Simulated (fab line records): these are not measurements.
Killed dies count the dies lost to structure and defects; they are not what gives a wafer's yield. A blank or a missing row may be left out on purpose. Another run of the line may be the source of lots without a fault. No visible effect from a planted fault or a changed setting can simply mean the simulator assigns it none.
What tool caused it? | flow rit cmos | 14 lots, 42 wafers sampled, at 2 steps of a route of 202

== WHAT EACH GAUGE READ, for each wafer ==
RIT_REOX_THK_MEAS_04. Usual: REOX_OXIDE_THK gives 25.3 nm (standard deviation 0.52).
lot  | measured    | on            | REOX_OXIDE_THK (nm) | flag
L959 | day 2 23:32 | film metro-04 | 25.0 25.4 25.0      |
L961 | day 3 08:32 | film metro-04 | 25.4 25.6 25.5      |
L964 | day 3 23:43 | film metro-03 | 24.8 25.4 24.8      |
L965 | day 4 08:39 | film metro-01 | 25.5 25.2 25.8      |
L966 | day 4 10:37 | film metro-01 | 25.1 25.2 25.2      |
L970 | day 5 03:23 | film metro-03 | 19.7 19.5 19.9      | OFF
L971 | day 5 10:34 | film metro-04 | 18.9 19.0 18.8      | OFF
L972 | day 5 15:38 | film metro-04 | 25.9 26.4 26.2      |
L973 | day 5 19:14 | film metro-01 | 24.9 25.0 24.9      |
L974 | day 5 23:38 | film metro-04 | 24.9 24.8 25.1      |
L975 | day 6 05:14 | film metro-01 | 25.5 25.4 24.9      |
L976 | day 6 10:34 | film metro-01 | 24.8 24.7 24.6      |
L977 | day 6 15:56 | film metro-04 | 24.7 24.6 24.2      |
L981 | day 7 12:52 | film metro-04 | 24.3 24.2 24.2      |

== TOOL THAT RAN EACH LOT (tool first, then ch and the chambers of the sampled wafers, then the start) ==
lot  | RIT_REOX_OXIDATION_03
L959 | furnace-02 ch 0, day 2 20:59
L961 | furnace-04 ch 0, day 3 05:59
L964 | furnace-01 ch 0, day 3 21:10
L965 | furnace-02 ch 0, day 4 06:05
L966 | furnace-04 ch 0, day 4 08:04
L970 | furnace-02 ch 0, day 5 00:49
L971 | furnace-02 ch 0, day 5 07:59
L972 | furnace-04 ch 0, day 5 13:05
L973 | furnace-01 ch 0, day 5 16:41
L974 | furnace-04 ch 0, day 5 21:05
L975 | furnace-04 ch 0, day 6 02:41
L976 | furnace-04 ch 0, day 6 08:01
L977 | furnace-04 ch 0, day 6 13:23
L981 | furnace-04 ch 0, day 7 10:19
- RIT_REOX_OXIDATION_03: target thk 25.2 nm, ox time 5580 s.

== AS READ BY THE TOOLS THEMSELVES (means over the sampled wafers that have a number; for cases with no such wafer, the mark the record gives instead) ==
RIT_REOX_OXIDATION_03. Usual: spike tc centre C 901.7 C, standard deviation 1.2; spike tc load C 925.2 C, standard deviation 2.2; spike tc source C 924 C, standard deviation 3.3; tube center temp C 900 C, standard deviation 0.083; tube_center_temp_C_max 902.3, standard deviation 0.38; zone power centre pct 46 %, standard deviation 4.3.
lot  | tool       | spike tc centre C (C) | spike tc load C (C) | spike tc source C (C) | tube center temp C (C) | tube_center_temp_C_max | zone power centre pct (%) | flag
L959 | furnace-02 | 900.5                 | 923.5               | 923                   | 900                    | 902.3                  | 51                        |
L961 | furnace-04 | 902.0                 | 927.7               | 927                   | 900                    | 902.2                  | 48                        |
L964 | furnace-01 | 901.6                 | 923.9               | 920                   | 900                    | 901.9                  | 41                        |
L965 | furnace-02 | 901.5                 | 923.7               | 923                   | 900                    | 902.1                  | 50                        |
L966 | furnace-04 | 901.9                 | 927.5               | 928                   | 900                    | 902.1                  | 48                        |
L970 | furnace-02 | 876.2                 | 898.2               | 899                   | 875                    | 877.3                  | 49                        | OFF
L971 | furnace-02 | 874.9                 | 898.6               | 899                   | 875                    | 877.4                  | 49                        | OFF
L972 | furnace-04 | 902.3                 | 928.5               | 926                   | 900                    | 902.4                  | 48                        |
L973 | furnace-01 | 902.3                 | 923.3               | 921                   | 900                    | 902.4                  | 41                        |
L974 | furnace-04 | 902.8                 | 927.3               | 928                   | 900                    | 902.5                  | 49                        |
L975 | furnace-04 | 901.9                 | 928.4               | 926                   | 900                    | 902.1                  | 48                        |
L976 | furnace-04 | 902.0                 | 927.5               | 927                   | 900                    | 902.6                  | 48                        |
L977 | furnace-04 | 903.4                 | 927.3               | 928                   | 900                    | 902.1                  | 49                        |
L981 | furnace-04 | 902.1                 | 928.2               | 926                   | 900                    | 902.3                  | 48                        |

== THE ANSWER, worked out from the rows above alone ==
Rule: lot off if the mean of its wafers having a number is beyond 3 standard deviations from the usual mean. Also off: a lot with no number at a reading for which 4 or more lots have one. Where the step has rows for the other lots, those lots are counted as sound. The gauges are gone through in route order, then the tools' own readings, and for those a lot's mean is taken as printed above. The first step at which some lot is off is used, and at that step the reading that is off furthest; a lot without a number counts as furthest.
Off: L970, L971, at RIT_REOX_THK_MEAS_04 (REOX_OXIDE_THK).
If a tool, at a process step before that reading, ran all the lots that are off and no sound lot after the first of them, it fits. The gauges at RIT_REOX_THK_MEAS_04 aren't tried: what is off there is off at RIT_REOX_OXIDATION_03 too, on other tools, and a gauge's error can't cause that. One candidate fits, namely furnace-02 at RIT_REOX_OXIDATION_03. Its last sound lot is L965 (day 4 06:05), its first lot that is off L970 (day 5 00:49): a fault that began between those two fits.
The tool's own readings at RIT_REOX_OXIDATION_03 bear it out: on the lots that are off they differ by more than 5 times the standard deviation of the sound lots' means. spike tc centre C reads 875.5 C there against 902.0 C on the sound lots; spike tc load C reads 898.4 C there against 926.4 C on the sound lots; spike tc source C reads 899 C there against 925 C on the sound lots; tube center temp C reads 875 C there against 900 C on the sound lots; tube_center_temp_C_max reads 877.3 there against 902.2 on the sound lots.

== WHAT THE SIMULATOR HAD INSERTED ==
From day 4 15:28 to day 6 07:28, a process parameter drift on furnace-02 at RIT_REOX_OXIDATION_03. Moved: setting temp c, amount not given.
Struck lots among those shown: L970, L971. The same result came from the rule above.
